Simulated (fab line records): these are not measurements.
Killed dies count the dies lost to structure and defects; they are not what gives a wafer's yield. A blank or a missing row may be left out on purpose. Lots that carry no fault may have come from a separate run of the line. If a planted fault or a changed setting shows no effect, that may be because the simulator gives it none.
Which tool was responsible? | flow rit cmos | 42 wafers from 14 lots sampled at 4 of the route's 202 steps

## WHAT THE GAUGES READ, wafer by wafer
RIT_FOX2_THK_MEAS_01. Usual: FOX2_OXIDE_THK gives 349 nm (standard deviation 6.3).
lot  | measured    | on            | FOX2_OXIDE_THK (nm) | flag
L347 | day 1 19:04 | film metro-01 | 356 359 349         |
L349 | day 2 08:36 | film metro-01 | 353 357 353         |
L350 | day 2 12:34 | film metro-01 | 348 347 348         |
L351 | day 2 19:43 | film metro-01 | 338 343 344         |
L352 | day 2 22:30 | film metro-02 | 348 345 349         |
L353 | day 3 02:02 | film metro-01 | 357 356 357         |
L357 | day 3 21:50 | film metro-01 | 321 320 317         | OFF
L359 | day 4 08:42 | film metro-01 | 328 328 325         | OFF
L362 | day 4 23:56 | film metro-02 | 353 346 349         |
L364 | day 5 08:06 | film metro-03 | 353 348 350         |
L366 | day 5 18:09 | film metro-01 | 347 353 347         |
L367 | day 5 23:59 | film metro-03 | 345 349 346         |
L368 | day 6 04:56 | film metro-02 | 343 347 341         |
L369 | day 6 12:49 | film metro-01 | 356 345 356         |

RIT_FOX2_THK_MEAS_90. Usual: FIELD_OXIDE_LEFT_1_THK gives 322 nm (standard deviation 6.2).
lot  | measured    | on            | FIELD_OXIDE_LEFT_1_THK (nm) | flag
L347 | day 1 19:56 | film metro-01 | 328 331 322                 |
L349 | day 2 09:29 | film metro-02 | 325 329 326                 |
L350 | day 2 13:27 | film metro-01 | 320 320 320                 |
L351 | day 2 20:35 | film metro-02 | 311 316 317                 |
L352 | day 2 23:22 | film metro-02 | 321 317 322                 |
L353 | day 3 02:55 | film metro-01 | 329 329 329                 |
L357 | day 3 22:47 | film metro-01 | 294 293 290                 | OFF
L359 | day 4 09:35 | film metro-01 | 301 300 298                 | OFF
L362 | day 5 00:49 | film metro-02 | 325 320 323                 |
L364 | day 5 08:59 | film metro-02 | 325 321 323                 |
L366 | day 5 19:02 | film metro-01 | 319 325 320                 |
L367 | day 6 01:01 | film metro-02 | 318 322 318                 |
L368 | day 6 05:57 | film metro-03 | 316 320 313                 |
L369 | day 6 13:46 | film metro-01 | 329 318 329                 |

RIT_FOX2_THK_MEAS_91. Usual: FIELD_OXIDE_LEFT_2_THK gives 254 nm (standard deviation 6.2).
lot  | measured    | on            | FIELD_OXIDE_LEFT_2_THK (nm) | flag
L347 | day 2 08:27 | film metro-02 | 259 263 253                 |
L349 | day 2 21:47 | film metro-03 | 257 261 258                 |
L350 | day 3 03:04 | film metro-02 | 252 252 252                 |
L351 | day 3 09:01 | film metro-03 | 243 248 250                 |
L352 | day 3 12:50 | film metro-03 | 253 249 254                 |
L353 | day 3 16:44 | film metro-01 | 261 261 261                 |
L357 | day 4 12:05 | film metro-02 | 226 225 222                 | OFF
L359 | day 4 23:29 | film metro-01 | 234 233 231                 | OFF
L362 | day 5 13:14 | film metro-01 | 257 251 255                 |
L364 | day 5 21:33 | film metro-01 | 258 253 255                 |
L366 | day 6 08:40 | film metro-03 | 251 257 252                 |
L367 | day 6 15:04 | film metro-01 | 249 254 250                 |
L368 | day 6 19:43 | film metro-01 | 249 252 246                 |
L369 | day 7 02:58 | film metro-01 | 261 249 260                 |

## EACH LOT AND THE TOOL THAT RAN IT (in order: tool; ch and the chambers of the sampled wafers; start)
lot  | RIT_FOX2_OXIDATION_00
L347 | furnace-01 ch 0, day 1 17:44
L349 | furnace-01 ch 0, day 2 07:17
L350 | furnace-03 ch 0, day 2 11:15
L351 | furnace-04 ch 0, day 2 18:22
L352 | furnace-04 ch 0, day 2 21:10
L353 | furnace-01 ch 0, day 3 00:43
L357 | furnace-04 ch 0, day 3 20:31
L359 | furnace-04 ch 0, day 4 07:23
L362 | furnace-03 ch 0, day 4 22:37
L364 | furnace-01 ch 0, day 5 06:47
L366 | furnace-01 ch 0, day 5 16:50
L367 | furnace-03 ch 0, day 5 22:41
L368 | furnace-01 ch 0, day 6 03:37
L369 | furnace-03 ch 0, day 6 11:30
- RIT_FOX2_OXIDATION_00: target thk 350.7 nm, ox time 1130 s.

## AS READ BY THE TOOLS THEMSELVES (means over the sampled wafers that have a number; for cases with no such wafer, the mark the record gives instead)
The record holds no such reading with a usual standard deviation.

## THE ANSWER, worked out from the rows above alone
Rule: a lot counts as off when the mean over its wafers that have a number is more than 3 standard deviations away from the usual mean. Also off: a lot with no number at a reading for which 4 or more lots have one. Where the step has rows for the other lots, those lots are counted as sound. After the gauges, taken in route order, come the tools' own readings; for these a lot's mean is taken, as printed above. The first step at which some lot is off is used, and at that step the reading that is off furthest; a lot without a number counts as furthest.
Off: at RIT_FOX2_THK_MEAS_01 (FOX2_OXIDE_THK), L357, L359.
If a tool, at a process step before that reading, ran all the lots that are off and no sound lot after the first of them, it fits. Those tools and the gauges at RIT_FOX2_THK_MEAS_01 are tried in the same way. One fits: furnace-04 at RIT_FOX2_OXIDATION_00. A fault onset in the window from L352 (day 2 21:10, its last sound lot) to L357 (day 3 20:31, its first lot off) fits.

## WHAT THE SIMULATOR HAD INSERTED
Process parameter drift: furnace-04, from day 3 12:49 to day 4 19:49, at RIT_FOX2_OXIDATION_00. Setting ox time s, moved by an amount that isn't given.
Lots struck among those shown: L357, L359. The rule above reached the same finding.
